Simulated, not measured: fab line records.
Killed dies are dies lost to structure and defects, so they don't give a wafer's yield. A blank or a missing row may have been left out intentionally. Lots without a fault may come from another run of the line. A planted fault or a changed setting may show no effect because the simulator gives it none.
Which tool was responsible? | flow berkeley cmos170 | 18 wafers from 6 lots sampled at 2 of the route's 331 steps

== WHAT THE GAUGES SHOWED, per wafer ==
UCB170_V2_THK_MEAS_01.
lot  | measured     | on            | V2_TEOS_THK (nm)
L353 | day 7 21:44  | film metro-03 | 1981 2026 2027
L357 | day 9 07:47  | film metro-01 | 1944 1705 1756
L367 | day 10 15:07 | film metro-01 | 1970 2001 2043
L368 | day 11 01:50 | film metro-01 | 1963 1978 2018
L370 | day 11 16:07 | film metro-02 | 1992 2038 2002
L374 | day 12 04:53 | film metro-01 | 1958 1983 2016

== WHAT TOOL EACH LOT RAN ON (gives the tool, then ch and the chambers of the sampled wafers, and finally the start) ==
lot  | UCB170_V2_CVD_00
L353 | pecvd-04 ch 0,2, day 7 21:34
L357 | pecvd-03 ch 0,2, day 9 07:37
L367 | pecvd-04 ch 0,2, day 10 14:52
L368 | pecvd-01 ch 1,2, day 11 01:41
L370 | pecvd-04 ch 1,2, day 11 15:58
L374 | pecvd-04 ch 0,1,2, day 12 04:44
- UCB170_V2_CVD_00: deposits SiO2 from TEOS/O2, target thk 2000 nm, time 250 s.

== THE ANSWER, worked out from the rows above alone ==
Rule: what is usual is taken from the lots themselves. The widest of any qualifying gaps counts: lots, ordered by their means at a reading, are off when they make up no more than a third of the lots, leave a main group of 4 or more, and stand apart from it by 3 or more times the standard deviation of that group's means. A main group whose means are all the same, to the digits that the tables above print for the reading, isn't used. Also off: a lot with no number at a reading for which 4 or more lots have one. Where the step has rows for the other lots, those lots are counted as sound.
Off: at UCB170_V2_THK_MEAS_01 (V2_TEOS_THK), L357. For the main group the mean is 2000 nm and the standard deviation 11.
If a tool, at a process step before that reading, ran all the lots that are off and no sound lot after the first of them, it fits. Those tools and the gauges at UCB170_V2_THK_MEAS_01 are tried in the same way. One fits: UCB170_V2_CVD_00 on pecvd-03. It ran no sound lot before its first lot that is off in this sample, so the start can't be narrowed down.

== WHAT THE SIMULATOR PUT IN ==
pecvd-03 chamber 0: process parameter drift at UCB170_V2_CVD_00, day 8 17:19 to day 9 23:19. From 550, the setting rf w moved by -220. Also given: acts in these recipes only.
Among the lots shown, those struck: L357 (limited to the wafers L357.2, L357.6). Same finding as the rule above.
